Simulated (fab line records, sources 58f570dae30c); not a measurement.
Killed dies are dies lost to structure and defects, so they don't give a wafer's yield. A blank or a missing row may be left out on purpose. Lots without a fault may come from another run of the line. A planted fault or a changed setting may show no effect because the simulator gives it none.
Split-lot experiment | flow berkeley_cmos170 | 5 lots, 23 wafers read, on a route of 331 steps

THE SPLIT
At UCB170_NWELL_IMPLANT_14, the setting energy_kev was moved away from the recipe's 150 on 11 of the 23 wafers read, by -5.7% to +3.5%. The other wafers ran this setting at the recipe's value.

FROM THE SPLIT TO THE READING: what the file shows between them, 1 step
- UCB170_NWELL_STRIP_15: strips in O2

THE READING
NWELL_TW, at UCB170_NWELL_TW_MEAS_16. Fault-free wafers of this fab line usually give 1254, standard deviation 5.4.

wafer  | tool, chamber at the split | energy_kev as run | against the recipe | NWELL_TW | against lot-mates on the recipe
L074.1 | implanter-03, 0            | 150               | recipe             | 1255     | -
L074.3 | implanter-03, 0            | 155.3             | +3.5%              | 1266     | +12
L074.4 | implanter-03, 0            | 155.3             | +3.5%              | 1263     | +9
L074.5 | implanter-03, 0            | 150               | recipe             | 1253     | -
L074.6 | implanter-03, 0            | 155.3             | +3.5%              | 1267     | +13
L076.3 | implanter-04, 0            | 150               | recipe             | 1258     | -
L076.5 | implanter-04, 0            | 150               | recipe             | 1258     | -
L076.6 | implanter-04, 0            | 150               | recipe             | 1263     | -
L078.2 | implanter-04, 0            | 144               | -4.0%              | 1230     | -11
L078.3 | implanter-04, 0            | 150               | recipe             | 1243     | -
L078.4 | implanter-04, 0            | 144               | -4.0%              | 1230     | -11
L078.5 | implanter-04, 0            | 150               | recipe             | 1239     | -
L078.6 | implanter-04, 0            | 144               | -4.0%              | 1238     | -3
L079.2 | implanter-04, 0            | 150               | recipe             | 1248     | -
L079.3 | implanter-04, 0            | 154.7             | +3.1%              | 1260     | +11
L079.4 | implanter-04, 0            | 154.7             | +3.1%              | 1264     | +15
L079.5 | implanter-04, 0            | 150               | recipe             | 1248     | -
L079.6 | implanter-04, 0            | 150               | recipe             | 1252     | -
L082.1 | implanter-04, 0            | 150               | recipe             | 1260     | -
L082.3 | implanter-04, 0            | 150               | recipe             | 1255     | -
L082.4 | implanter-04, 0            | 141.5             | -5.7%              | 1244     | -14
L082.5 | implanter-04, 0            | 141.5             | -5.7%              | 1240     | -18
L082.6 | implanter-04, 0            | 141.5             | -5.7%              | 1245     | -12

THE FIT
A straight line over all 23 wafers: NWELL_TW changes by +2.97 for each +1% of energy_kev; r = +0.80; the points scatter about the line by 6.9.
The same after taking each lot's own level away (the mean of its wafers on the recipe; 23 wafers): +2.77 for each +1%; r = +0.95; scatter 2.8.
On that fit, the largest move of energy_kev shifts the reading by 16.
The lots' own levels span 1241.0 to 1259.7, that is 3.5 times the standard deviation above.
So the lot-to-lot level blurs the effect unless lot-mates are compared.
Check: with one of the wafers moved furthest among these (-5.7%) left out of the fit, the line predicts -14.9 for it against its lot-mates. It came out at -13.5 against them.

OTHER SPLITS ON THESE WAFERS
These wafers also went through other splits before the reading. Each is held against what the fit with the lots' levels taken away leaves over:
other split on the same wafers | wafers away from the commonest value | r with NWELL_TW (lot level and that fit taken away)
UCB170_ZERO_COAT_01 spin_rpm   | 4                                    | +0.34
UCB170_ZERO_ETCH_06 time_s     | 2                                    | +0.05

THE WHOLE CHAIN: every reading that the file lists as answering this split, in the file's order
step                    | what it does | reading                                                         | change (the file's fit)               | r (the file's)
UCB170_NWELL_IMPLANT_14 |              | implant.rp_nm (the simulator's own value, which no gauge read)  | +1.98 nm for each +1% of the setting  | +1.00
UCB170_NWELL_IMPLANT_14 |              | implant.drp_nm (the simulator's own value, which no gauge read) | +0.486 nm for each +1% of the setting | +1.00
UCB170_NWELL_TW_MEAS_16 |              | NWELL_TW                                                        | +2.79 for each +1% of the setting     | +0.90

THE FILE'S OWN FIT
NWELL_TW changes by +2.79 for each +1% of energy_kev, r = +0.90.
